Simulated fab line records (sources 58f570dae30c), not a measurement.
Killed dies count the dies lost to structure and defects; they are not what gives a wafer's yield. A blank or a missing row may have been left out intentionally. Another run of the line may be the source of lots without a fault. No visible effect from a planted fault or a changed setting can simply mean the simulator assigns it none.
fab line records + flow berkeley_cmos170 + part 2 of 2: steps 26 to 36 of 36
record:
- lots: 5
- wafers: 15
- last_day: 10
route steps=331 shown PVT@117 GATE@125 FIELD@126 PLDD@145
lots that met no fault: from a run of the same line without faults
start_h: the number of hours between the record's first day and the start of the first shown wafer of the lot + wait_h: hours from the lot's prior step to this one + " repeats the value in the row above + L1.1+2: one row covering several wafers at once + - value missing, or start not given + * or withheld: withheld + < > ~ a bound
route shown NAME@n: NAME is a module with steps in the file, n the number in the route of the first one + usual: mean/standard deviation of fault-free wafers + same: alike in all rows + chamber/n: place in a boat + sites: readings site by site + _std_site: their standard deviation + _edge_site: the outer-site mean with the inner-site mean subtracted + radius_mm: for every site, how far away it sits from the centre of the wafer + mask NAME#n: copy n + behind: tool/chamber where the wafer was last shaped + hold: the reason the lot was held/the length of the hold in hours/how it ended + device: the n, p or np transistor that did not switch + end of line: the same wafers' tests at the end of the route + step lacking rows: just its recipe + killed: the dies lost at the first sort to structure and to defects; this is not the yield of the wafer + map: dies across one wafer; x = killed, . = not, _ = none there
set.NAME: the run value of the setting; set.NAME@STEP: its run value at that earlier step + model.NAME: the simulator's own value behind a step, which no gauge read
a table for each step, a row for each wafer; lots at some steps of the route
services: when a tool's chamber went out of use (start_h, in hours from the record's first day, below 0 if earlier), for how many hours, and the reason
== steps ==
step: UCB170_GATE_STRIP_16
recipe:
- chemistry: O2
- power_w: 400
- pressure_mtorr: 3500
- platen_temp_c: withheld
- o2_flow_sccm: 400
- overash_fraction: 0.5
usual:
- drypump_motor_current_A: 5.9/0.54
- oes_product_au: 0.725/0.0046
| lot.wafer | tool            | chamber | start_h | wait_h | drypump_motor_current_A | oes_product_au | rf_hours_counter_h |
|-----------|-----------------|---------|---------|--------|-------------------------|----------------|--------------------|
| L076.3    | plasma_asher-04 | 0       | 124.78  | 0.1    | 6.7                     | 0.724          | -                  |
| L076.5    | "               | 0       | "       | "      | 6.7                     | 0.726          | -                  |
| L076.6    | "               | 1       | "       | "      | 5.7                     | 0.730          | -                  |
| L075.3    | plasma_asher-03 | 0       | 125.03  | 0.1    | 6.1                     | 0.724          | -                  |
| L075.4    | "               | 1       | "       | "      | 4.9                     | 0.726          | -                  |
| L075.5    | "               | 1       | "       | "      | 4.9                     | 0.721          | -                  |
| L085.2    | plasma_asher-04 | 0       | 189.46  | 0.0    | 6.7                     | 0.726          | 50                 |
| L085.4    | "               | 0       | "       | "      | 6.7                     | 0.725          | -                  |
| L085.5    | "               | 0       | "       | "      | 6.7                     | 0.732          | -                  |
| L091.3    | plasma_asher-02 | 0       | 212.87  | 0.1    | 6.0                     | 0.721          | -                  |
| L091.5    | "               | 1       | "       | "      | 6.1                     | 0.727          | -                  |
| L091.6    | "               | 0       | "       | "      | 6.0                     | 0.724          | -                  |
| L092.2    | plasma_asher-03 | 1       | 213.45  | 0.0    | 4.9                     | 0.726          | 8                  |
| L092.4    | "               | 1       | "       | "      | 4.9                     | 0.730          | -                  |
| L092.5    | "               | 1       | "       | "      | 4.9                     | 0.727          | -                  |
step: UCB170_GATE_CD_MEAS_90
recipe:
- target_cd_nm: 350
usual:
- cd_nm: 350.1/1.6
| lot.wafer | tool      | chamber | start_h | wait_h | cd_nm |
|-----------|-----------|---------|---------|--------|-------|
| L076.3    | cd_sem-01 | -       | 124.89  | 0.1    | 351.0 |
| L076.5    | "         | -       | "       | "      | 351.3 |
| L076.6    | "         | -       | "       | "      | 352.3 |
| L075.3    | cd_sem-02 | -       | 125.13  | 0.1    | 345.3 |
| L075.4    | "         | -       | "       | "      | 348.4 |
| L075.5    | "         | -       | "       | "      | 347.3 |
| L085.2    | cd_sem-02 | -       | 189.60  | 0.1    | 347.4 |
| L085.4    | "         | -       | "       | "      | 347.2 |
| L085.5    | "         | -       | "       | "      | 347.5 |
| L091.3    | cd_sem-01 | -       | 212.98  | 0.1    | 349.1 |
| L091.5    | "         | -       | "       | "      | 349.6 |
| L091.6    | "         | -       | "       | "      | 350.8 |
| L092.2    | cd_sem-02 | -       | 213.57  | 0.1    | 351.2 |
| L092.4    | "         | -       | "       | "      | 351.8 |
| L092.5    | "         | -       | "       | "      | 350.0 |
step: UCB170_GATE_CLEAN_17
recipe:
- chemistry: SPM
- temp_c: 120
- time_s: 600
| lot.wafer  | tool         | chamber | start_h | wait_h |
|------------|--------------|---------|---------|--------|
| L076.3+5+6 | wet_bench-02 | 0       | 125.00  | 0.1    |
| L075.3+4+5 | wet_bench-01 | 0       | 125.23  | 0.1    |
| L085.2+4+5 | wet_bench-04 | 1       | 189.70  | 0.1    |
| L091.3+5+6 | wet_bench-04 | 1       | 213.11  | 0.1    |
| L092.2+4+5 | wet_bench-01 | 0       | 213.78  | 0.2    |
step: UCB170_PLDD_HMDS_00
recipe:
- prime_time_s: 60
- prime_temp_c: 100
usual:
- chill_plate_temp_C: 22.99/0.1
| lot.wafer | tool           | chamber | start_h | wait_h | chill_plate_temp_C |
|-----------|----------------|---------|---------|--------|--------------------|
| L076.3    | litho_track-03 | 0       | 125.53  | 0.4    | 22.92              |
| L076.5    | "              | 0       | "       | "      | 23.04              |
| L076.6    | "              | 0       | "       | "      | 23.01              |
| L075.3    | litho_track-03 | 0       | 125.98  | 0.6    | 23.11              |
| L075.4    | "              | 0       | "       | "      | 23.00              |
| L075.5    | "              | 0       | "       | "      | 23.03              |
| L085.2    | litho_track-01 | 0       | 189.90  | 0.0    | 23.16              |
| L085.4    | "              | 0       | "       | "      | 23.19              |
| L085.5    | "              | 0       | "       | "      | 23.06              |
| L091.3    | litho_track-03 | 0       | 213.47  | 0.2    | 23.01              |
| L091.5    | "              | 0       | "       | "      | 23.01              |
| L091.6    | "              | 0       | "       | "      | 22.93              |
| L092.2    | litho_track-03 | 0       | 214.17  | 0.2    | 23.08              |
| L092.4    | "              | 0       | "       | "      | 22.99              |
| L092.5    | "              | 0       | "       | "      | 23.02              |
step: UCB170_PLDD_COAT_01
recipe:
- resist: KrF
- spin_rpm: 1500
- resist_thk_nm: 900
usual:
- chill_plate_temp_C: 23.00/0.1
- dispense_pressure_kPa: 50.0/2.3
| lot.wafer | tool           | chamber | start_h | wait_h | chill_plate_temp_C | dispense_pressure_kPa |
|-----------|----------------|---------|---------|--------|--------------------|-----------------------|
| L076.3    | litho_track-03 | 0       | 125.68  | 0.1    | 22.94              | 50.6                  |
| L076.5    | "              | 0       | "       | "      | 22.90              | 50.6                  |
| L076.6    | "              | 0       | "       | "      | 22.92              | 50.6                  |
| L075.3    | litho_track-03 | 0       | 126.13  | 0.1    | 23.07              | 50.6                  |
| L075.4    | "              | 0       | "       | "      | 23.10              | 50.6                  |
| L075.5    | "              | 0       | "       | "      | 22.91              | 50.5                  |
| L085.2    | litho_track-01 | 0       | 190.05  | 0.1    | 23.14              | 45.6                  |
| L085.4    | "              | 0       | "       | "      | 23.22              | 45.6                  |
| L085.5    | "              | 0       | "       | "      | 23.17              | 45.6                  |
| L091.3    | litho_track-03 | 0       | 213.62  | 0.1    | 22.97              | 50.6                  |
| L091.5    | "              | 0       | "       | "      | 22.89              | 50.6                  |
| L091.6    | "              | 0       | "       | "      | 22.84              | 50.6                  |
| L092.2    | litho_track-03 | 0       | 214.32  | 0.1    | 22.98              | 50.6                  |
| L092.4    | "              | 0       | "       | "      | 23.03              | 50.5                  |
| L092.5    | "              | 0       | "       | "      | 22.95              | 50.6                  |
step: UCB170_PLDD_SOFTBAKE_02
recipe:
- resist: KrF
- temp_c: 130
- time_s: 60
usual:
- chill_plate_temp_C: 23.00/0.097
| lot.wafer | tool           | chamber | start_h | wait_h | chill_plate_temp_C |
|-----------|----------------|---------|---------|--------|--------------------|
| L076.3    | litho_track-03 | 0       | 125.83  | 0.1    | 22.92              |
| L076.5    | "              | 0       | "       | "      | 23.03              |
| L076.6    | "              | 0       | "       | "      | 23.00              |
| L075.3    | litho_track-03 | 0       | 126.28  | 0.1    | 23.02              |
| L075.4    | "              | 0       | "       | "      | 23.08              |
| L075.5    | "              | 0       | "       | "      | 23.12              |
| L085.2    | litho_track-01 | 0       | 190.20  | 0.1    | 23.03              |
| L085.4    | "              | 0       | "       | "      | 23.05              |
| L085.5    | "              | 0       | "       | "      | 22.96              |
| L091.3    | litho_track-03 | 0       | 213.77  | 0.1    | 22.82              |
| L091.5    | "              | 0       | "       | "      | 22.89              |
| L091.6    | "              | 0       | "       | "      | 22.86              |
| L092.2    | litho_track-03 | 0       | 214.47  | 0.1    | 22.91              |
| L092.4    | "              | 0       | "       | "      | 22.84              |
| L092.5    | "              | 0       | "       | "      | 22.88              |
step: UCB170_PLDD_EXPOSE_03
recipe:
- mask_id: PSELECT
- na: 0.5
- sigma_outer: 0.6
- source_shape: conventional
- target_cd_nm: 1200
- dose_mj: 30
| lot.wafer  | tool           | chamber | start_h | wait_h | mask      |
|------------|----------------|---------|---------|--------|-----------|
| L076.3+5+6 | krf_scanner-01 | 0       | 126.09  | 0.2    | PSELECT#0 |
| L075.3+4+5 | krf_scanner-01 | 0       | 126.42  | 0.1    | PSELECT#0 |
| L085.2+4+5 | krf_scanner-01 | 0       | 190.47  | 0.2    | PSELECT#0 |
| L091.3+5+6 | krf_scanner-02 | 0       | 214.04  | 0.2    | PSELECT#0 |
| L092.2+4+5 | krf_scanner-01 | 0       | 214.74  | 0.2    | PSELECT#0 |
step: UCB170_PLDD_PEB_04
recipe:
- peb_temp_c: 130
- peb_time_s: withheld
- resist: KrF
usual:
- chill_plate_temp_C: 23.00/0.1
| lot.wafer | tool           | chamber | start_h | wait_h | chill_plate_temp_C |
|-----------|----------------|---------|---------|--------|--------------------|
| L076.3    | litho_track-04 | 0       | 126.32  | 0.2    | 23.05              |
| L076.5    | "              | 0       | "       | "      | 23.16              |
| L076.6    | "              | 0       | "       | "      | 22.92              |
| L075.3    | litho_track-04 | 0       | 126.60  | 0.2    | 22.86              |
| L075.4    | "              | 0       | "       | "      | 23.00              |
| L075.5    | "              | 0       | "       | "      | 23.02              |
| L085.2    | litho_track-04 | 0       | 190.59  | 0.1    | 22.93              |
| L085.4    | "              | 0       | "       | "      | 23.01              |
| L085.5    | "              | 0       | "       | "      | 22.99              |
| L091.3    | litho_track-04 | 0       | 214.53  | 0.5    | 22.81              |
| L091.5    | "              | 0       | "       | "      | 22.90              |
| L091.6    | "              | 0       | "       | "      | 22.86              |
| L092.2    | litho_track-04 | 0       | 214.87  | 0.1    | 22.87              |
| L092.4    | "              | 0       | "       | "      | 22.97              |
| L092.5    | "              | 0       | "       | "      | 22.93              |
step: UCB170_PLDD_DEVELOP_05
recipe:
- developer: TMAH
- develop_time_s: 45
- resist: KrF
- dev_temp_c: 21
usual:
- chill_plate_temp_C: 22.99/0.11
- developer_temp_C: 21.02/0.11
| lot.wafer | tool           | chamber | start_h | wait_h | chill_plate_temp_C | developer_temp_C |
|-----------|----------------|---------|---------|--------|--------------------|------------------|
| L076.3    | litho_track-04 | 0       | -       | -      | 22.96              | 21.18            |
| L076.5    | "              | 0       | "       | "      | 22.95              | 21.04            |
| L076.6    | "              | 0       | "       | "      | 22.93              | 21.16            |
| L075.3    | litho_track-04 | 0       | -       | -      | 22.76              | 21.09            |
| L075.4    | "              | 0       | "       | "      | 23.01              | 20.96            |
| L075.5    | "              | 0       | "       | "      | 22.90              | 20.94            |
| L085.2    | litho_track-04 | 0       | -       | -      | 22.93              | 21.01            |
| L085.4    | "              | 0       | "       | "      | 23.02              | 20.88            |
| L085.5    | "              | 0       | "       | "      | 22.97              | 21.00            |
| L091.3    | litho_track-04 | 0       | -       | -      | 23.03              | 21.00            |
| L091.5    | "              | 0       | "       | "      | 23.05              | 21.23            |
| L091.6    | "              | 0       | "       | "      | 23.01              | 21.12            |
| L092.2    | litho_track-04 | 0       | -       | -      | 22.95              | 21.22            |
| L092.4    | "              | 0       | "       | "      | 22.95              | 20.95            |
| L092.5    | "              | 0       | "       | "      | 23.00              | 21.05            |
step: UCB170_PLDD_CD_MEAS_06
recipe:
- target_cd_nm: 1200
usual:
- cd_nm: 1200.2/1.5
| lot.wafer | tool      | chamber | start_h | wait_h | cd_nm  |
|-----------|-----------|---------|---------|--------|--------|
| L076.3    | cd_sem-02 | -       | 126.59  | -      | 1201.3 |
| L076.5    | "         | -       | "       | "      | 1201.8 |
| L076.6    | "         | -       | "       | "      | 1202.3 |
| L075.3    | cd_sem-02 | -       | 126.86  | -      | 1201.1 |
| L075.4    | "         | -       | "       | "      | 1202.8 |
| L075.5    | "         | -       | "       | "      | 1201.1 |
| L085.2    | cd_sem-01 | -       | 190.86  | -      | 1197.8 |
| L085.4    | "         | -       | "       | "      | 1199.3 |
| L085.5    | "         | -       | "       | "      | 1197.5 |
| L091.3    | cd_sem-01 | -       | 214.90  | -      | 1197.6 |
| L091.5    | "         | -       | "       | "      | 1199.5 |
| L091.6    | "         | -       | "       | "      | 1199.6 |
| L092.2    | cd_sem-02 | -       | 215.14  | -      | 1199.2 |
| L092.4    | "         | -       | "       | "      | 1199.9 |
| L092.5    | "         | -       | "       | "      | 1199.0 |
step: UCB170_PLDD_OVL_MEAS_07
usual:
- PLDD_OVL: 3/5.8
| lot.wafer | tool       | chamber | start_h | wait_h | PLDD_OVL[nm] |
|-----------|------------|---------|---------|--------|--------------|
| L076.3    | overlay-02 | -       | 126.68  | 0.1    | 9            |
| L076.5    | "          | -       | "       | "      | 11           |
| L076.6    | "          | -       | "       | "      | 7            |
| L075.3    | overlay-02 | -       | 126.96  | 0.1    | 10           |
| L075.4    | "          | -       | "       | "      | 1            |
| L075.5    | "          | -       | "       | "      | 4            |
| L085.2    | overlay-01 | -       | 190.97  | 0.1    | -3           |
| L085.4    | "          | -       | "       | "      | -8           |
| L085.5    | "          | -       | "       | "      | 1            |
| L091.3    | overlay-01 | -       | 214.99  | 0.1    | 8            |
| L091.5    | "          | -       | "       | "      | 2            |
| L091.6    | "          | -       | "       | "      | 8            |
| L092.2    | overlay-02 | -       | 215.24  | 0.1    | 2            |
| L092.4    | "          | -       | "       | "      | -2           |
| L092.5    | "          | -       | "       | "      | 1            |
== services ==
| tool            | chamber | start_h | hours | kind           |
|-----------------|---------|---------|-------|----------------|
| rie_si-02       | 0       | 96.45   | -     | clean          |
| rie_si-02       | 0       | 96.45   | 24.4  | scheduled_down |
| rie_si-02       | 0       | 96.45   | 24.4  | vent_cycle     |
| rie_diel-03     | 3       | 98.54   | 13.0  | repair         |
| implanter-02    | -       | 99.85   | 5.7   | pm             |
| wet_bench-04    | -       | 100.91  | 4.4   | pm             |
| rie_diel-01     | -       | 108.16  | 14.6  | pm             |
| plasma_asher-03 | -       | 108.75  | 9.0   | pm             |
| krf_scanner-01  | -       | 117.34  | 1.3   | pm             |
| plasma_asher-03 | -       | 126.91  | 15.6  | pm             |
| krf_scanner-02  | -       | 128.44  | 5.9   | repair         |
| krf_scanner-02  | -       | 154.96  | 1.0   | pm             |
| furnace-02      | -       | 156.17  | 2.6   | pm             |
| plasma_asher-02 | -       | 157.02  | 1.9   | repair         |
| plasma_asher-02 | -       | 157.98  | 4.2   | repair         |
| rie_diel-03     | 0       | 162.65  | 1.4   | repair         |
| rie_si-02       | -       | 163.53  | 0.1   | repair         |
| rie_diel-01     | 2       | 169.10  | 12.9  | repair         |
| implanter-02    | -       | 171.41  | 3.4   | repair         |
| krf_scanner-01  | -       | 174.40  | 3.4   | repair         |
| krf_scanner-02  | -       | 182.44  | 1.3   | pm             |
| furnace-03      | -       | 183.20  | 2.7   | pm             |
| plasma_asher-02 | -       | 199.51  | 5.9   | repair         |
| rie_diel-01     | 0       | 213.44  | 4.2   | repair         |
